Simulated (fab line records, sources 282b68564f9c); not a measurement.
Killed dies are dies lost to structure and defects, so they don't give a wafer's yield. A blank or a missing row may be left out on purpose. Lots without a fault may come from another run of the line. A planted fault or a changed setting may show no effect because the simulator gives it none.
Which tool did it? | flow rit_cmos | 15 lots, 45 wafers sampled, at 2 steps of a route of 202

WHAT THE GAUGES READ, wafer by wafer
The record holds no reading of a measuring or inspecting step that can be judged against a usual standard deviation.

WHICH TOOL RAN EACH LOT (tool, then ch and the chambers of the sampled wafers, then the start)
lot  | RIT_FOX1_WET_ETCH_02           | RIT_M1_PROBE_99
L412 | wet_bench-01 ch 0, day 1 20:41 | -
L413 | wet_bench-01 ch 0, day 2 05:02 | -
L415 | wet_bench-03 ch 3, day 2 13:20 | -
L416 | wet_bench-02 ch 3, day 2 17:13 | -
L417 | wet_bench-02 ch 0, day 2 20:27 | -
L418 | wet_bench-03 ch 3, day 3 00:13 | -
L419 | wet_bench-02 ch 2, day 3 05:53 | -
L420 | wet_bench-02 ch 3, day 3 10:58 | -
L421 | wet_bench-02 ch 2, day 3 17:10 | -
L425 | wet_bench-03 ch 3, day 4 12:30 | prober-01, day 6 07:38
L426 | wet_bench-01 ch 1, day 4 17:43 | -
L427 | wet_bench-03 ch 1, day 4 21:44 | prober-01, day 6 19:22
L431 | wet_bench-03 ch 3, day 5 16:26 | prober-01, day 7 13:33
L433 | wet_bench-01 ch 0, day 6 04:02 | -
L435 | wet_bench-02 ch 1, day 6 13:26 | -
- RIT_FOX1_WET_ETCH_02: etches SiO2 in BOE, target depth 350 nm, time 390 s.
- RIT_M1_PROBE_99

WHAT THE TOOLS THEMSELVES READ (means of the sampled wafers that have a number; where no wafer has one, the mark that the record gives instead)
RIT_M1_PROBE_99.
lot  | tool      | killed_at_contacts | killed_at_front_end | killed_dies | killed_on_rim | killed_open | killed_short
L425 | prober-01 | 0.3                | 22                  | 23          | 10            | 5.0         | 1.7
L427 | prober-01 | 0.0                | 48                  | 48          | 2             | 4.3         | 2.0
L431 | prober-01 | 0.0                | 22                  | 22          | 10            | 4.3         | 3.3

THE ANSWER, worked out from the rows above alone
Rule: what is usual is taken from the lots themselves. Put in order of their means at a reading, lots are off if they are a third of the lots or fewer, leave a main group of 4 or more, and stand apart from it by a gap of 3 or more times the standard deviation of the main group's means; of several such gaps the widest counts. A main group whose means are all the same, to the digits that the tables above print for the reading, isn't used. A lot without any number at a reading at which 4 lots or more have one is off too. The other lots that the step has rows for count as sound. The gauges are gone through in route order, then the tools' own readings, and for those a lot's mean is taken as printed above. The first step at which some lot is off is used, and at that step the reading that is off furthest; a lot without a number counts as furthest.
No lot is off at any reading shown: from this, nothing can be told.

WHAT THE SIMULATOR HAD PUT IN
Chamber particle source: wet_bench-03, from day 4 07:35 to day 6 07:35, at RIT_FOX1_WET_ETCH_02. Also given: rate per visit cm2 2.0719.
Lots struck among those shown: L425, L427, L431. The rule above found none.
